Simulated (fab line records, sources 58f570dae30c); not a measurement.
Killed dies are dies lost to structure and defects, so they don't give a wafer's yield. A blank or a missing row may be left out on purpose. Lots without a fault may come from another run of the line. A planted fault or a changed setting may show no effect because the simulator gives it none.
One fault seen from 2 desks | flow berkeley_cmos170 | each desk has only its own numbers; what lay behind them comes last

THE METROLOGY DESK
What the gauges read, lot by lot, whatever tool the lot ran on: means of the sampled wafers that have a number. A lot is out of limits, marked OUT, if its mean lies more than 4 standard deviations from the usual mean; the brackets give that distance.
Columns: A = NWELL_OVL at UCB170_NWELL_OVL_MEAS_12, usual -3 nm
lot  | first seen here | A
L697 | day 2 09:51     | -1
L700 | day 3 03:18     | -6
L701 | day 3 03:23     | -9
L704 | day 4 01:47     | -5
L705 | day 4 16:48     | 1
L706 | day 4 17:02     | 1
L708 | day 5 00:17     | -5
L710 | day 5 00:27     | -10
L711 | day 5 13:46     | -9
L713 | day 5 21:08     | -11
L717 | day 6 08:11     | -3
L716 | day 6 08:22     | -5
L719 | day 6 21:47     | 6
L720 | day 6 22:55     | 6
This desk's finding: nothing out of limits on any of the 14 lots.

THE TOOL OWNER'S DESK: rie_diel-03
The tool's own readings at UCB170_M1_ETCH_11 (etches BARC in N2/H2): means of the sampled wafers that have a number, for each lot that ran on this tool. A lot is out of limits, marked OUT, if its mean lies more than 4 standard deviations from the usual mean; the brackets give that distance.
Columns: A = chamber_pressure_mTorr at UCB170_M1_ETCH_11, usual 30.002 mTorr; B = drypump_motor_current_A at UCB170_M1_ETCH_11, usual 5.58 A; C = h2_flow_sccm at UCB170_M1_ETCH_11, usual 200.1 sccm; D = oes_product_au at UCB170_M1_ETCH_11, usual 1.003 a.u.; E = rf_fwd_power_W at UCB170_M1_ETCH_11, usual 494.8 W; F = throttle_valve_pct at UCB170_M1_ETCH_11, usual 13.22 %
lot  | first seen here | A                        | B    | C     | D     | E     | F
L700 | day 8 05:04     | 30.035                   | 5.39 | 199.8 | 0.991 | 493.3 | 13.08
L701 | day 8 07:26     | 30.023                   | 5.27 | 200.2 | 0.991 | 493.5 | 13.16
L704 | day 8 15:53     | 29.989                   | 5.68 | 199.4 | 1.018 | 494.7 | 13.11
L708 | day 9 17:57     | 30.019                   | 5.60 | 200.2 | 1.018 | 493.6 | 13.16
L711 | day 10 07:56    | 23.997 (-99 or more) OUT | 5.73 | 200.4 | 1.028 | 492.4 | 13.08
L713 | day 10 08:12    | 23.992 (-99 or more) OUT | 5.33 | 199.7 | 1.014 | 491.7 | 13.13
This desk's finding: out of limits on L711, L713; first on L711, day 10 07:56 (chamber_pressure_mTorr at UCB170_M1_ETCH_11). In limits: L700, L701, L704, L708.

PUT TOGETHER
The tool owner's desk could have raised an alarm at day 10 07:56, on L711, L713.
The metrology desk saw nothing out of limits.
The metrology desk has L711, L713 on record, within its limits.
Of the lots named, all ran UCB170_M1_ETCH_11 on rie_diel-03.

WHAT THE SIMULATOR HAD PUT IN
Process parameter drift: rie_diel-03, from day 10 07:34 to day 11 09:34, at UCB170_M1_ETCH_11. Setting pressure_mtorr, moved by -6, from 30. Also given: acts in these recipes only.
Lots struck among those shown: L711, L713.
Hours from the fault's start to each desk's first reading out of limits: the tool owner's desk, 0.
